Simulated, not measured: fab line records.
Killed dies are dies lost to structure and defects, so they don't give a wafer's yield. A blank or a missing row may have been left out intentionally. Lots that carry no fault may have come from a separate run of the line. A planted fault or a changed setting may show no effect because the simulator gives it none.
fab line records	flow ritCmos
record lots=6	wafers=18	lastDay=7
route steps=202 shown GATE@76 FOX2@80 M1@202
lots with no fault: from the same line, run without faults
startH: hours from the record's opening day to when the first of the lot's shown wafers began	waitH: hours from the lot's prior step to this one	" the same as in the row above	L1.1+2: a single row standing in for several wafers	- value missing, or start not given	* or withheld: withheld	< > ~ a bound
route shown NAME@n: NAME is a module with steps in the file, n the number in the route of the first one	usual: average and standard deviation across the fault-free wafers	same: alike in all rows	chamber/n: place in a boat	sites: readings site by site	_std_site: their standard deviation	_edge_site: mean of outer sites minus mean of inner sites	radiusMm: how far each site lies from the wafer's centre	mask NAME#n: copy n	behind: the most recent tool/chamber to have shaped the wafer	hold: reason for holding the lot/hours on hold/outcome of the hold	device: the transistor (n, p or np) that didn't switch	end of line: the same wafers' tests at the end of the route	a step given without rows: its recipe and nothing more	killed: at the first sort, the dies lost to defects and structure; wafer yield is something else	map: a wafer's dies, x killed, . not, _ none there
set.NAME: the setting that was run; set.NAME@STEP: the one run at that earlier step	model.NAME: the simulator's own value behind a step, which no gauge read
lots at selected steps of the route; one table per step, one row per wafer
## steps
# step RIT_GATE_CLEAN_01
# recipe chemistry=SC1	mix=3:3:50	timeS=600	tempC=75
# step RIT_GATE_CLEAN_02
# recipe chemistry=dHF	dilution=50:1	timeS=30
# step RIT_GATE_CLEAN_03
# recipe chemistry=SC2	mix=3:3:50	timeS=600	tempC=75	dry=n2Spin
# step RIT_GATE_CLEAN_04
# recipe chemistry=dHF	dilution=50:1	timeS=60	dry=n2Spin
# step RIT_FOX2_THK_MEAS_91
# recipe reads=SiO2_of_FOX2_OXIDATION_00
# usual FIELD_OXIDE_LEFT_2_THK=256/6.8
lot.wafer	tool	chamber	startH	waitH	FIELD_OXIDE_LEFT_2_THK[nm]
L939.2	filmMetro-04	-	32.64	0.0	255
L939.4	"	-	"	"	261
L939.5	"	-	"	"	265
L944.1	filmMetro-02	-	56.68	0.0	256
L944.5	"	-	"	"	254
L944.6	"	-	"	"	256
L953.2	filmMetro-02	-	102.73	0.0	260
L953.4	"	-	"	"	258
L953.5	"	-	"	"	261
L954.2	filmMetro-04	-	107.47	0.0	250
L954.3	"	-	"	"	248
L954.5	"	-	"	"	252
L960.1	filmMetro-02	-	138.07	0.0	254
L960.2	"	-	"	"	249
L960.5	"	-	"	"	252
L961.1	filmMetro-02	-	141.98	0.0	274
L961.3	"	-	"	"	270
L961.6	"	-	"	"	269
# step RIT_GATE_OXIDATION_05
# recipe tempC=900	ambient=O2	targetThkA=30	oxTimeS=270
# step RIT_GATE_ANNEAL_06
# recipe tempC=900	timeS=600	ambient=N2O
# step RIT_GATE_THK_MEAS_07
# recipe reads=SiO2_of_GATE_OXIDATION_05
# usual GATE_OXIDE_THK=3.02/0.061
lot.wafer	tool	chamber	startH	waitH	GATE_OXIDE_THK[nm]
L939.2	filmMetro-04	-	34.03	0.0	3.01
L939.4	"	-	"	"	3.08
L939.5	"	-	"	"	2.98
L944.1	filmMetro-01	-	58.38	0.0	3.05
L944.5	"	-	"	"	3.06
L944.6	"	-	"	"	3.07
L953.2	filmMetro-02	-	106.39	0.0	2.92
L953.4	"	-	"	"	2.93
L953.5	"	-	"	"	2.89
L954.2	filmMetro-02	-	109.10	0.0	2.97
L954.3	"	-	"	"	3.06
L954.5	"	-	"	"	3.00
L960.1	filmMetro-01	-	139.46	0.0	3.06
L960.2	"	-	"	"	3.08
L960.5	"	-	"	"	3.01
L961.1	filmMetro-01	-	144.68	0.0	3.04
L961.3	"	-	"	"	3.05
L961.6	"	-	"	"	2.98
# step RIT_GATE_CVD_08
# recipe material=poly-Si	targetThkNm=250	tempC=610	precursor=SiH4	timeS=2220	pressureMtorr=300	sih4FlowSccm=100
# step RIT_GATE_THK_MEAS_09
# recipe reads=poly-Si_of_GATE_CVD_08
# usual GATE_POLY_THK=250.1/2.2
lot.wafer	tool	chamber	startH	waitH	GATE_POLY_THK[nm]
L939.2	filmMetro-01	-	35.70	0.0	249.4
L939.4	"	-	"	"	248.7
L939.5	"	-	"	"	247.8
L944.1	filmMetro-01	-	60.05	0.0	249.8
L944.5	"	-	"	"	250.2
L944.6	"	-	"	"	249.4
L953.2	filmMetro-01	-	108.06	0.0	248.6
L953.4	"	-	"	"	247.8
L953.5	"	-	"	"	248.4
L954.2	filmMetro-02	-	110.78	0.0	249.1
L954.3	"	-	"	"	250.8
L954.5	"	-	"	"	250.2
L960.1	filmMetro-02	-	141.13	0.0	252.3
L960.2	"	-	"	"	251.4
L960.5	"	-	"	"	250.7
L961.1	filmMetro-01	-	146.36	0.0	249.7
L961.3	"	-	"	"	250.1
L961.6	"	-	"	"	250.5
# step RIT_GATE_HMDS_10
# recipe primeTimeS=60	primeTempC=140
# step RIT_GATE_COAT_11
# recipe resist=NOVOLAK	spinRpm=4250	resistThkNm=850
# step RIT_GATE_SOFTBAKE_12
# recipe resist=NOVOLAK	tempC=90	timeS=60
# usual heaterPowerTotalW=34.56/0.049	runLengthS=89.30/0.17
lot.wafer	tool	chamber	startH	waitH	heaterPowerTotalW	runLengthS
L939.2	lithoTrack-04	0	36.08	0.1	34.52	89.33
L939.4	"	0	"	"	34.59	89.18
L939.5	"	0	"	"	34.56	89.23
L944.1	lithoTrack-02	0	60.41	0.1	34.54	89.56
L944.5	"	0	"	"	34.52	89.35
L944.6	"	0	"	"	34.49	89.45
L953.2	lithoTrack-04	0	108.45	0.1	36.91	76.97
L953.4	"	0	"	"	36.83	76.84
L953.5	"	0	"	"	36.90	77.00
L954.2	lithoTrack-02	0	111.37	0.1	34.57	89.44
L954.3	"	0	"	"	34.59	89.37
L954.5	"	0	"	"	34.54	89.47
L960.1	lithoTrack-04	0	141.59	0.1	36.80	77.10
L960.2	"	0	"	"	36.90	77.16
L960.5	"	0	"	"	36.93	76.99
L961.1	lithoTrack-01	0	146.72	0.1	34.60	89.22
L961.3	"	0	"	"	34.59	89.18
L961.6	"	0	"	"	34.55	89.23
# step RIT_GATE_EXPOSE_13
# recipe maskId=M6	na=0.6	sourceShape=conventional	sigmaOuter=0.6	targetCdNm=150	doseMj=380
# step RIT_M1_PROBE_99
# usual killedAtContacts=0.0/0.18	killedAtFrontEnd=6/3.1	killedDies=6/3.1	killedOpen=3.4/1.9	killedShort=3.1/2
# same grossDies=264	killed_at_M0_to_M3=0	killed_at_M4_up=0	killedAtBackSide=0	killedAtOther=0
lot.wafer	tool	chamber	startH	waitH	killedAtContacts	killedAtFrontEnd	killedDies	killedOpen	killedShort
L939.2	prober-02	-	57.00	0.1	0	15	15	5	10
L939.4	prober-02	-	57.10	0.2	0	6	6	4	2
L939.5	prober-02	-	57.15	0.2	1	11	12	8	4
L953.2	prober-01	-	129.39	0.1	0	4	4	2	2
L953.4	prober-01	-	129.49	0.2	0	11	11	4	7
L953.5	prober-01	-	129.54	0.2	0	5	5	2	3
L954.2	prober-02	-	131.95	0.1	0	7	7	4	3
L954.3	prober-02	-	132.00	0.2	0	8	8	1	7
L954.5	prober-02	-	132.10	0.2	0	7	7	4	3
L960.1	prober-02	-	163.39	0.1	0	7	7	1	6
L960.2	prober-02	-	163.44	0.1	0	7	7	4	3
L960.5	prober-02	-	163.59	0.2	0	3	3	2	1
L961.1	prober-01	-	168.49	0.1	0	7	7	4	3
L961.3	prober-01	-	168.59	0.2	0	7	7	3	4
L961.6	prober-01	-	168.74	0.2	0	7	7	3	4
# killed by level:class
L939.2 GATE:geometricParticle:short=5 FOX1:geometricParticle:short=2 GATE:geometricParticle:open=2 REOX:geometricParticle:short=2 REOX:geometricParticle:open=2 FOX2:geometricParticle:short=1 SILICIDE:geometricParticle:open=1
L939.4 GATE:geometricParticle:open=2 FOX1:geometricParticle:open=1 FOX1:geometricParticle:short=1 GATE:geometricParticle:short=1 SILICIDE:geometricParticle:open=1
L939.5 GATE:geometricParticle:open=5 GATE:geometricParticle:short=3 FOX1:geometricParticle:open=2 REOX:geometricParticle:short=1 CONTACT:geometricParticle:open=1
L953.2 FOX2:geometricParticle:open=2 FOX1:geometricParticle:short=1 REOX:geometricParticle:short=1
L953.4 GATE:geometricParticle:open=3 REOX:geometricParticle:short=3 GATE:geometricParticle:short=2 SILICIDE:geometricParticle:short=2 FOX2:geometricParticle:open=1
L953.5 FOX2:geometricParticle:short=2 GATE:geometricParticle:open=1 REOX:geometricParticle:open=1 REOX:geometricParticle:short=1
L954.2 GATE:geometricParticle:open=2 SPACER:geometricParticle:short=2 GATE:geometricParticle:short=1 REOX:geometricParticle:open=1 SPACER:geometricParticle:open=1
L954.3 GATE:geometricParticle:short=6 GATE:geometricParticle:open=1 SPACER:geometricParticle:short=1
L954.5 GATE:geometricParticle:open=2 SPACER:geometricParticle:short=2 SPACER:geometricParticle:open=2 REOX:geometricParticle:short=1
L960.1 GATE:geometricParticle:short=4 GATE:geometricParticle:open=1 REOX:geometricParticle:short=1 SPACER:geometricParticle:short=1
L960.2 GATE:geometricParticle:open=3 GATE:geometricParticle:short=3 REOX:geometricParticle:open=1
L960.5 FOX1:geometricParticle:open=1 GATE:geometricParticle:short=1 GATE:geometricParticle:open=1
L961.1 GATE:geometricParticle:short=2 FOX1:geometricParticle:open=1 GATE:geometricParticle:open=1 SPACER:geometricParticle:open=1 SILICIDE:geometricParticle:short=1 SILICIDE:geometricParticle:open=1
L961.3 GATE:geometricParticle:short=4 GATE:geometricParticle:open=3
L961.6 SILICIDE:geometricParticle:short=2 FOX1:geometricParticle:open=1 GATE:geometricParticle:short=1 GATE:geometricParticle:open=1 SPACER:geometricParticle:short=1 SILICIDE:geometricParticle:open=1
## key
firstSign step=RIT_GATE_SOFTBAKE_12	reading=runLengthS	direction=down	sigmas=72	usual=*	struck=*
effect step=RIT_GATE_SOFTBAKE_12	reading=heaterPowerTotalW	direction=up	sigmas=48	usual=34.56	struck=36.88
metAt RIT_GATE_SOFTBAKE_12
struckWafers L953.2,L953.4,L953.5,L960.1,L960.2,L960.5
testerLeftOut L953,L960
onsetBetween 36.08 108.45
fault kind=processParameterDrift	tool=lithoTrack-04	chamber=-	onsetH=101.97	steps=RIT_GATE_SOFTBAKE_12	channel=timeS	offset=*	shape=step	endH=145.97	actsIn=*	stated=*
# testerLeftOut: of these lots the tester's yield and bins aren't shown, on N5 and GAA mostly nor the transistor test; their killed dies are dies lost to structure and defects alone, not to doping, threshold or leakage, so they don't give the yield
